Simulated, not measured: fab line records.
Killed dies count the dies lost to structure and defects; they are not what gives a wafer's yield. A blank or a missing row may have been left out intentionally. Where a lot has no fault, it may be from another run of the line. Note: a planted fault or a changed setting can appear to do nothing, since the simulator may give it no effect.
Problem report, 8D (eight disciplines) form, completed by code ; flow rit cmos ; the parts of the form that need people (team, actions taken, sign-off) are left out

## 1. PROBLEM STATEMENT
PRETRO_OVL at RIT_PRETRO_OVL_MEAS_06 reads a mean of -149.8 nm on 12 wafers of 4 lots; wafers without a fault read 0.0 nm with a standard deviation of 1.6. That puts it -94 standard deviations away from the usual mean.
First seen on wafer L959.2, day 4 11:47, on overlay-02. Wafers with a number at this step in the record: 48, from 16 lots. By rule, "out" or "out of limits" means more than 4 standard deviations away from the usual mean. The other wafers with a number count as sound.

## 2. WHAT IT IS, WHAT IT ISN'T
question;is;is not
which readings at this step;PRETRO_OVL;-
which lots;L959, L961, L962, L963;L949, L950, L951, L952, L955, L958, L964, L965, L968, L969, L970, L971
which wafers of those lots;all that have a number;-
read on which gauges;overlay-01, overlay-02;-
when;from day 4 11:47;"up to then (18 sound wafers); but 18 sound wafers of L964, L965, L968, L969, L970, L971 came after"

## 3. SUSPECTS, AND WHAT RULES EACH OUT
Counting: a tool stays on the suspect list if, at a process step up to the reading, it processed all lots that are out and no sound lot following the first of them.
- the gauge at RIT_PRETRO_OVL_MEAS_06 is ruled out. The wafers that are out were read on 2 gauges (overlay-01, overlay-02).
- iline stepper-01 at RIT_PRETRO_EXPOSE_03 (exposes mask M5, target cd 43700 nm): kept. It processed each lot that is out, first L959 at day 4 11:14, and no sound lot thereafter; up to then, the last sound lot it processed was L958 at day 4 06:28.
Left after counting: iline stepper-01 at RIT_PRETRO_EXPOSE_03.

## 4. THE CAUSE (what the simulator had put in)
Scanner matching overlay: iline stepper-01, from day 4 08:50 on, at RIT_PRETRO_EXPOSE_03. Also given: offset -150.
This tool alone remained once counting was done.

## 5. THE CHAIN OF EFFECTS, in route order
Each row: a reading where the mean over the struck wafers with a number is more than 3 standard deviations away from the usual. Only readings whose record carries a usual standard deviation are examined. hours: median over the lots of the time between each lot's start at the first step of this table that gives one and its start at this step. sigmas: the change, counted in usual standard deviations.
hours;step;reading;usual;on struck wafers;change;sigmas
0;RIT_PRETRO_OVL_MEAS_06;PRETRO_OVL;0.0 nm;-149.8;-149.8;-94

## 6. HOW IT WOULD HAVE BEEN CAUGHT EARLIER
The first out-of-limits reading at a measuring or inspecting step in this record came at day 4 11:47, 3 hours after the fault's start at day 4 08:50.
Lots out: 4; of these, L961, L962, L963 started RIT_PRETRO_EXPOSE_03 on iline stepper-01 after day 4 11:47. A hold on the tool at that time would have spared those 3.
